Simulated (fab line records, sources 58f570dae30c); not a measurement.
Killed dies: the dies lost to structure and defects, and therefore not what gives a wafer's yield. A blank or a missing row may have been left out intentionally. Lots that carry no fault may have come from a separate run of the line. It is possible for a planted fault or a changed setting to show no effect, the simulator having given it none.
A lot that was struck, set against a sound lot    flow berkeley cmos170    15 out of 331 route steps
Sound: these wafers, L258.2, L258.3, L258.6. The struck wafers were L277.1, L277.3, L277.4. The cause is given at the end.
Each step with rows lists, per side, the tool, then ch with its chambers, then its first start. Under that, the readings that differ: sound wafers    struck wafers    difference of the means    sigmas: that difference in standard deviations of wafers without a fault.
alike: words and numbers the same on both sides, and readings whose means are apart by under 2 such deviations; not compared: readings that were withheld, readings missing a value for some wafer, numbers with overlapping values and no deviation given by the record, and bounds like >300 which may hide the same value.
The two part at a step that has a row with sigmas, a row that says differs or no value, or rows on one side only. Non-overlapping numbers with no deviation appear without sigmas and do not part them. A reading that every wafer of one side lacks parts them only if that side has two wafers or more.

first, 3 steps without rows for these wafers: UCB170_SILICIDE_WET_ETCH_05 (etches Ti in SPM, time 45 s); UCB170_CONTACT_CLEAN_00 (cleans in SPM, time 600 s); UCB170_CONTACT_CVD_01 (deposits PSG from SiH4/O2/PH3, target thk 700 nm, time 2820 s).
UCB170_CONTACT_THK_MEAS_02:
  struck on film metro-01, day 11 23:38; sound on film metro-03, day 8 09:25
  alike: CONTACT_PSG_THK
then, 3 steps without rows for these wafers: UCB170_CONTACT_HMDS_03 (prime time 60 s); UCB170_CONTACT_COAT_04 (resist thk 900 nm); UCB170_CONTACT_SOFTBAKE_05 (time 60 s).
UCB170_CONTACT_STRIP_06: strips in O2.
  sound on plasma asher-03 ch 0,1, day 8 09:55; struck on plasma asher-02 ch 0,1, day 12 00:16
  alike: drypump motor current A, oes product au, strip time to endpoint s
  not compared: rf hours counter h
then, 1 step without rows for these wafers: UCB170_CONTACT_CLEAN_07 (cleans in SPM, time 600 s).
UCB170_CONTACT_RTA_08: time 10 s.
  sound on rtp anneal-01 ch 0, day 8 12:12; struck on rtp anneal-01 ch 0, day 12 00:38
  alike: anneal temp c max, lamp power pct, wafer_temp_C_max
then, 2 steps without rows for these wafers: UCB170_CONTACT_COAT_09; UCB170_CONTACT_COAT_10 (resist thk 900 nm).
UCB170_CONTACT_SOFTBAKE_11: time 60 s.
  sound on litho track-02 ch 0, day 8 13:00; struck on litho track-03 ch 0, day 12 00:00
reading                   sound                 struck                difference  sigmas
heater power total W (W)  56.86 56.78 56.77     56.22 56.26 56.36     -0.52       -11
plate temp C (C)          130.01 129.82 130.29  128.89 128.86 129.09  -1.09       -8
then, 2 steps without rows for these wafers: UCB170_CONTACT_EXPOSE_12 (exposes mask CONT, target cd 700 nm); UCB170_M3_PROBE_99.

WHERE THEY PART
UCB170_CONTACT_SOFTBAKE_11 only, going by this record.

WHY: whatever the simulator had introduced
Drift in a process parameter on litho track-03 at UCB170_CONTACT_SOFTBAKE_11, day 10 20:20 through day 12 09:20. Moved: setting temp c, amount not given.
